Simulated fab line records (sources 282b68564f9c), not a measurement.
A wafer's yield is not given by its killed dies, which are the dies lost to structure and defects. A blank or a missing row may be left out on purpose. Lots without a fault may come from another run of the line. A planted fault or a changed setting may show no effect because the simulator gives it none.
Which tool is to blame? | flow ritCmos | Sampling: 14 lots, 42 wafers, 2 of 202 route steps

## WHAT THE GAUGES READ, wafer by wafer
RIT_ACTIVE_THK_MEAS_02. Usual: ACTIVE_OXIDE_THK typically reads 46.4 nm, with standard deviation 0.95.
lot  | measured    | on           | ACTIVE_OXIDE_THK (nm) | flag
L633 | day 1 23:23 | filmMetro-03 | 46.8 46.0 46.3        | 
L634 | day 2 03:04 | filmMetro-04 | 48.6 46.9 47.0        | 
L635 | day 2 08:03 | filmMetro-03 | 46.5 46.7 46.7        | 
L636 | day 2 13:04 | filmMetro-03 | 46.5 46.2 46.6        | 
L637 | day 2 18:46 | filmMetro-04 | 47.4 47.1 47.8        | 
L638 | day 2 23:03 | filmMetro-04 | 45.8 46.0 46.6        | 
L639 | day 3 06:22 | filmMetro-04 | 45.5 46.0 45.5        | 
L640 | day 3 09:03 | filmMetro-01 | 46.3 46.9 46.9        | 
L642 | day 3 19:03 | filmMetro-01 | 45.1 45.9 45.4        | 
L643 | day 4 02:05 | filmMetro-01 | 47.1 47.1 47.2        | 
L644 | day 4 05:04 | filmMetro-04 | 46.0 46.9 46.7        | 
L651 | day 5 16:18 | filmMetro-03 | 51.4 51.5 51.1        | OFF
L652 | day 5 21:03 | filmMetro-01 | 51.7 51.8 51.8        | OFF
L654 | day 6 07:03 | filmMetro-01 | 47.5 48.0 47.9        | 

## TOOL THAT RAN EACH LOT (tool first, then ch and the chambers of the sampled wafers, then the start)
lot  | RIT_ACTIVE_OXIDATION_01
L633 | furnace-01 ch 0, day 1 21:26
L634 | furnace-01 ch 0, day 2 01:07
L635 | furnace-02 ch 0, day 2 06:07
L636 | furnace-03 ch 0, day 2 11:07
L637 | furnace-01 ch 0, day 2 16:49
L638 | furnace-03 ch 0, day 2 21:07
L639 | furnace-03 ch 0, day 3 04:26
L640 | furnace-02 ch 0, day 3 07:07
L642 | furnace-03 ch 0, day 3 17:07
L643 | furnace-01 ch 0, day 4 00:08
L644 | furnace-02 ch 0, day 4 03:07
L651 | furnace-03 ch 0, day 5 14:22
L652 | furnace-03 ch 0, day 5 19:07
L654 | furnace-02 ch 0, day 6 05:07
- RIT_ACTIVE_OXIDATION_01: target thk 46.8 nm, ox time 3360 s.

## WHAT THE TOOLS THEMSELVES READ (means of the sampled wafers that have a number; where no wafer has one, the mark that the record gives instead)
RIT_ACTIVE_OXIDATION_01. Usual: spikeTcLoadC 1023.0 C, standard deviation 2.4; spikeTcSourceC 1024 C, standard deviation 3.3; zonePowerSourcePct 34 %, standard deviation 3.3.
lot  | tool       | spikeTcLoadC (C) | spikeTcSourceC (C) | zonePowerSourcePct (%) | flag
L633 | furnace-01 | 1025.5           | 1025               | 32                     | 
L634 | furnace-01 | 1025.4           | 1024               | 32                     | 
L635 | furnace-02 | 1023.7           | 1029               | 32                     | 
L636 | furnace-03 | 1020.8           | 1021               | 38                     | 
L637 | furnace-01 | 1026.3           | 1024               | 32                     | 
L638 | furnace-03 | 1020.1           | 1021               | 39                     | 
L639 | furnace-03 | 1020.6           | 1021               | 39                     | 
L640 | furnace-02 | 1023.5           | 1029               | 31                     | 
L642 | furnace-03 | 1020.5           | 1020               | 38                     | 
L643 | furnace-01 | 1024.8           | 1025               | 32                     | 
L644 | furnace-02 | 1023.5           | 1029               | 31                     | 
L651 | furnace-03 | 1020.0           | 1022               | 39                     | 
L652 | furnace-03 | 1020.6           | 1022               | 39                     | 
L654 | furnace-02 | 1022.9           | 1029               | 31                     | 

## THE ANSWER, worked out from the rows above alone
Rule: a lot is off if the mean of its wafers that have a number lies more than 3 standard deviations from the usual mean. A lot without any number at a reading at which 4 lots or more have one is off too. The other lots that the step has rows for count as sound. The gauges are gone through in route order, then the tools' own readings, and for those a lot's mean is taken as printed above. At the first step where some lot is off, the reading lying furthest off is the one used; lots without a number count as furthest.
Off: L651, L652, at RIT_ACTIVE_THK_MEAS_02 (ACTIVE_OXIDE_THK).
A tool fits if, at a process step before that reading, it ran every lot that is off, and no sound lot after the first of them. Gauges at RIT_ACTIVE_THK_MEAS_02: tried the same way as those tools. One fits: RIT_ACTIVE_OXIDATION_01 on furnace-03. Its last sound lot is L642 (day 3 17:07), its first lot that is off L651 (day 5 14:22): a fault that began between those two fits.

## WHAT THE SIMULATOR HAD PUT IN
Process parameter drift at RIT_ACTIVE_OXIDATION_01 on furnace-03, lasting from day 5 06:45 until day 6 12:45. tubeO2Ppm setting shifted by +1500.
Shown lots that were struck: L651, L652. The same result came from the rule above.
